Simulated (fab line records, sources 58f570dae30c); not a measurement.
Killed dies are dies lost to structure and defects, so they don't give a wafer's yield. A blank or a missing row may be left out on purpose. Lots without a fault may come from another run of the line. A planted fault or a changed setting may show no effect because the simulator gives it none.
Which tool did it? | flow berkeley_cmos170 | 13 lots, 39 wafers sampled, at 5 steps of a route of 331

WHAT THE GAUGES READ, wafer by wafer
UCB170_SCREENOX_THK_MEAS_02. Usual: SCREENOX_OXIDE_THK 14.72 nm, standard deviation 0.29.
lot  | measured     | on            | SCREENOX_OXIDE_THK (nm) | flag
L801 | day 4 22:05  | film_metro-02 | 14.48 14.61 14.61       |
L802 | day 5 08:21  | film_metro-04 | 15.22 15.29 15.17       |
L805 | day 6 00:05  | film_metro-03 | 14.76 14.98 14.92       |
L807 | day 6 07:40  | film_metro-02 | 14.99 14.88 14.99       |
L806 | day 6 07:40  | film_metro-04 | 14.88 15.00 14.66       |
L808 | day 6 17:11  | film_metro-04 | 14.81 15.04 14.75       |
L811 | day 7 15:32  | film_metro-04 | 14.33 14.24 14.24       |
L815 | day 8 05:21  | film_metro-03 | 14.84 14.99 15.06       |
L820 | day 9 10:23  | film_metro-02 | 14.71 15.15 15.03       |
L821 | day 9 10:23  | film_metro-03 | 14.90 14.67 14.77       |
L822 | day 9 10:26  | film_metro-04 | 14.18 14.06 14.21       |
L819 | day 9 10:28  | film_metro-02 | 14.60 14.66 14.61       |
L824 | day 10 02:00 | film_metro-04 | 14.77 14.73 14.77       |

UCB170_GATE_THK_MEAS_05. Usual: GATE_POLY_THK 212.5 nm, standard deviation 2.
lot  | measured     | on            | GATE_POLY_THK (nm) | flag
L801 | day 5 15:14  | film_metro-03 | 218.3 216.0 217.2  |
L802 | day 6 03:26  | film_metro-03 | 211.5 212.2 210.2  |
L805 | day 6 16:58  | film_metro-02 | 216.0 215.5 214.5  |
L807 | day 7 05:07  | film_metro-02 | 210.4 211.1 209.1  |
L806 | day 7 05:08  | film_metro-03 | 212.0 213.1 213.8  |
L808 | day 7 08:53  | film_metro-02 | 213.0 212.7 211.3  |
L811 | day 8 13:05  | film_metro-02 | 211.5 212.2 212.5  |
L815 | day 9 04:38  | film_metro-03 | 191.0 192.4 189.9  | OFF
L820 | day 10 03:33 | film_metro-02 | 213.0 213.1 212.4  |
L821 | day 10 03:29 | film_metro-02 | 211.2 209.0 210.9  |
L822 | day 10 03:32 | film_metro-03 | 213.0 213.4 212.4  |
L819 | day 10 03:31 | film_metro-01 | 213.3 213.5 211.7  |
L824 | day 10 20:23 | film_metro-02 | 216.4 214.6 216.5  |

UCB170_CONTACT_CD_MEAS_15: target cd 700 nm. Usual: cd_nm 700.0 nm, standard deviation 1.2.
lot  | measured     | on        | cd_nm (nm)        | flag
L801 | day 6 13:49  | cd_sem-02 | 698.5 699.7 698.9 |
L802 | day 7 00:52  | cd_sem-01 | 702.5 702.3 701.5 |
L805 | day 7 16:08  | cd_sem-01 | 699.4 699.1 699.8 |
L807 | day 7 23:02  | cd_sem-01 | 699.8 698.7 699.5 |
L806 | day 8 03:05  | cd_sem-01 | 701.9 700.6 700.0 |
L808 | day 8 03:40  | cd_sem-02 | 702.1 701.9 701.3 |
L811 | day 9 11:17  | cd_sem-02 | 700.3 699.4 699.7 |
L815 | day 10 01:34 | cd_sem-02 | 701.2 700.3 701.2 |
L820 | day 11 06:31 | cd_sem-02 | 699.1 699.7 699.3 |
L821 | day 11 06:17 | cd_sem-01 | 701.2 702.7 701.3 |
L822 | day 11 06:49 | cd_sem-02 | 700.5 701.7 700.2 |
L819 | day 11 06:03 | cd_sem-02 | 698.9 697.2 699.1 |
L824 | day 11 22:27 | cd_sem-02 | 698.7 699.5 698.5 |

WHICH TOOL RAN EACH LOT (tool, then ch and the chambers of the sampled wafers, then the start)
lot  | UCB170_GATE_CVD_04          | UCB170_GATE_ETCH_15
L801 | lpcvd-02 ch 1, day 5 13:49  | rie_si-01 ch 0,1, day 5 17:09
L802 | lpcvd-02 ch 0, day 6 02:02  | rie_si-02 ch 0,1,2, day 6 04:32
L805 | lpcvd-01 ch 0, day 6 15:33  | rie_si-01 ch 0,3, day 6 18:52
L807 | lpcvd-01 ch 0, day 7 03:43  | rie_si-02 ch 0,1,3, day 7 06:23
L806 | lpcvd-01 ch 0, day 7 03:43  | rie_si-01 ch 0,1,2, day 7 06:30
L808 | lpcvd-02 ch 1, day 7 07:28  | rie_si-01 ch 1,2,3, day 7 10:13
L811 | lpcvd-02 ch 1, day 8 11:40  | rie_si-02 ch 0,1,2, day 8 14:25
L815 | lpcvd-01 ch 1, day 9 03:13  | rie_si-02 ch 0,3, day 9 06:06
L820 | lpcvd-02 ch 0, day 10 02:05 | rie_si-01 ch 0,1,3, day 10 06:14
L821 | lpcvd-02 ch 0, day 10 02:05 | rie_si-01 ch 0,1,3, day 10 05:58
L822 | lpcvd-02 ch 0, day 10 02:05 | rie_si-02 ch 0,1,2, day 10 06:22
L819 | lpcvd-02 ch 0, day 10 02:05 | rie_si-02 ch 0,1,2, day 10 06:07
L824 | lpcvd-02 ch 0, day 10 18:58 | rie_si-01 ch 1,2,3, day 10 22:00
- UCB170_GATE_CVD_04: deposits poly-Si from SiH4, time 1440 s, target thk 214 nm.
- UCB170_GATE_ETCH_15: etches poly-Si in HBr/Cl2, stops on SiO2, time 56.3 s, target depth 278.2 nm.

WHAT THE TOOLS THEMSELVES READ (means of the sampled wafers that have a number; where no wafer has one, the mark that the record gives instead)
UCB170_GATE_CVD_04. Usual: pressure_mtorr 374.8 mTorr, standard deviation 0.76.
lot  | tool     | pressure_mtorr (mTorr) | flag
L801 | lpcvd-02 | 373.9                  |
L802 | lpcvd-02 | 374.7                  |
L805 | lpcvd-01 | 374.8                  |
L807 | lpcvd-01 | 374.6                  |
L806 | lpcvd-01 | 376.2                  |
L808 | lpcvd-02 | 374.4                  |
L811 | lpcvd-02 | 375.7                  |
L815 | lpcvd-01 | 300.3                  | OFF
L820 | lpcvd-02 | 374.1                  |
L821 | lpcvd-02 | 374.7                  |
L822 | lpcvd-02 | 375.0                  |
L819 | lpcvd-02 | 375.0                  |
L824 | lpcvd-02 | 375.0                  |

UCB170_GATE_ETCH_15. Usual: drypump_motor_current_A 5.7 A, standard deviation 0.46; oes_product_au 0.825 a.u., standard deviation 0.015; throttle_valve_pct 26.51 %, standard deviation 0.12.
lot  | tool      | drypump_motor_current_A (A) | oes_product_au (a.u.) | throttle_valve_pct (%) | flag
L801 | rie_si-01 | 5.8                         | 0.861                 | 26.59                  |
L802 | rie_si-02 | 5.7                         | 0.812                 | 26.55                  |
L805 | rie_si-01 | 5.7                         | 0.844                 | 26.52                  |
L807 | rie_si-02 | 5.8                         | 0.813                 | 26.43                  |
L806 | rie_si-01 | 5.4                         | 0.840                 | 26.53                  |
L808 | rie_si-01 | 5.8                         | 0.831                 | 26.48                  |
L811 | rie_si-02 | 5.7                         | 0.810                 | 26.56                  |
L815 | rie_si-02 | 6.0                         | 0.762                 | 26.44                  | OFF
L820 | rie_si-01 | 5.9                         | 0.839                 | 26.54                  |
L821 | rie_si-01 | 5.9                         | 0.830                 | 26.53                  |
L822 | rie_si-02 | 5.7                         | 0.813                 | 26.56                  |
L819 | rie_si-02 | 5.7                         | 0.816                 | 26.56                  |
L824 | rie_si-01 | 5.8                         | 0.834                 | 26.47                  |

THE ANSWER, worked out from the rows above alone
Rule: a lot is off if the mean of its wafers that have a number lies more than 3 standard deviations from the usual mean. A lot without any number at a reading at which 4 lots or more have one is off too. The other lots that the step has rows for count as sound. The gauges are gone through in route order, then the tools' own readings, and for those a lot's mean is taken as printed above. The first step at which some lot is off is used, and at that step the reading that is off furthest; a lot without a number counts as furthest.
Off: L815, at UCB170_GATE_THK_MEAS_05 (GATE_POLY_THK).
A tool fits if, at a process step before that reading, it ran every lot that is off, and no sound lot after the first of them. The gauges at UCB170_GATE_THK_MEAS_05 aren't tried: what is off there is off at UCB170_GATE_CVD_04 too, on other tools, and a gauge's error can't cause that. One fits: lpcvd-01 at UCB170_GATE_CVD_04. Its last sound lot is L806 (day 7 03:43), its first lot that is off L815 (day 9 03:13): a fault that began between those two fits.
The tool's own readings at UCB170_GATE_CVD_04 bear it out: on the lots that are off they differ by more than 5 times the standard deviation of the sound lots' means. pressure_mtorr reads 300.3 mTorr there against 374.8 mTorr on the sound lots.

WHAT THE SIMULATOR HAD PUT IN
Process parameter drift: lpcvd-01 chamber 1, from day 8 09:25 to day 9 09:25, at UCB170_GATE_CVD_04. Setting pressure_mtorr, moved by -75, from 375. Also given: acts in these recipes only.
Lots struck among those shown: L815. The rule above found the same.
